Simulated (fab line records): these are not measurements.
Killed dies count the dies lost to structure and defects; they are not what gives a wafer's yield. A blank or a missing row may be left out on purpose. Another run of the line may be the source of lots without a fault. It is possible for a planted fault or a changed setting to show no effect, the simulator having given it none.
One fault seen from 2 desks :: flow berkeley cmos170 :: numbers are kept per desk, each desk with only its own; the story behind them comes last

== AT THE METROLOGY DESK ==
Lot by lot, what the gauges showed, no matter which tool ran the lot: averages of those sampled wafers that carry a number. Marked OUT: a lot whose mean sits more than 4 standard deviations from the usual mean, which makes it out of limits; the brackets give that distance.
Columns: A = PWELL_OXIDE_THK at UCB170_PWELL_THK_MEAS_03, usual 26.4 nm; B = PLDD_RS at UCB170_SDANNEAL_RS_MEAS_04, usual 1032 ohm/sq
lot: L438
first seen here: day 3 08:10
A: 26.1
B: 1035

lot: L439
first seen here: day 3 19:32
A: 26.0
B: 1034

lot: L440
first seen here: day 4 00:56
A: 26.3
B: 1036

lot: L441
first seen here: day 4 04:06
A: 27.4
B: 1033

lot: L442
first seen here: day 4 12:29
A: 27.5
B: 1028

lot: L444
first seen here: day 4 15:04
A: 26.8
B: 1028

lot: L445
first seen here: day 4 19:25
A: 26.8
B: 1028

lot: L446
first seen here: day 4 19:26
A: 26.5
B: 1030

lot: L447
first seen here: day 5 01:45
A: 25.9
B: 1032

lot: L454
first seen here: day 6 15:16
A: 26.0
B: 1028

lot: L456
first seen here: day 7 07:31
A: 26.5
B: 1034

lot: L457
first seen here: day 7 07:33
A: 26.5
B: 1032

lot: L458
first seen here: day 7 14:12
A: 26.2
B: 1032

lot: L459
first seen here: day 7 21:13
A: 26.5
B: 1038
This desk's verdict: no lot among the 14 shows anything out of limits.

== FOR THE TOOL OWNER'S DESK: rie si-01 ==
The tool's own readings at UCB170_GATE_ETCH_15 (etches poly-Si in HBr/Cl2, stops on SiO2, time 56.3 s, target depth 278.2 nm): means of the sampled wafers that have a number, for each lot that ran on this tool. Marked OUT: a lot whose mean sits more than 4 standard deviations from the usual mean, which makes it out of limits; the brackets give that distance.
Columns: A = drypump motor current A at UCB170_GATE_ETCH_15, usual 5.8 A; B = oes product au at UCB170_GATE_ETCH_15, usual 0.831 a.u.; C = throttle valve pct at UCB170_GATE_ETCH_15, usual 26.30 %
lot: L439
first seen here: day 7 22:19
A: 5.6
B: 0.829
C: 26.38

lot: L446
first seen here: day 8 12:16
A: 6.0
B: 0.835
C: 26.31

lot: L442
first seen here: day 8 13:08
A: 5.8
B: 0.964 (+12) OUT
C: 26.14

lot: L447
first seen here: day 9 06:44
A: 5.9
B: 0.962 (+12) OUT
C: 26.35

lot: L459
first seen here: day 12 05:40
A: 5.9
B: 0.828
C: 26.37

lot: L458
first seen here: day 12 06:09
A: 6.0
B: 0.832
C: 26.21
This desk's verdict: out of limits on L442, L447, starting with L442 at day 8 13:08 (oes product au at UCB170_GATE_ETCH_15). In limits: L439, L446, L459, L458.

== PUT TOGETHER ==
On L442, L447, at day 8 13:08, an alarm was possible from the tool owner's desk.
The metrology desk saw nothing out of limits.
The metrology desk has L442, L447 on record, within its limits.
UCB170_GATE_ETCH_15 was run on rie si-01 by each of the lots named.

== WHAT THE SIMULATOR HAD INSERTED ==
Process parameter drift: rie si-01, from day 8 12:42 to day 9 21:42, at UCB170_GATE_ETCH_15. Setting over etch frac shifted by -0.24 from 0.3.
Shown lots that were struck: L442, L447.
Hours from the fault's start to each desk's first reading out of limits: the tool owner's desk, 0.
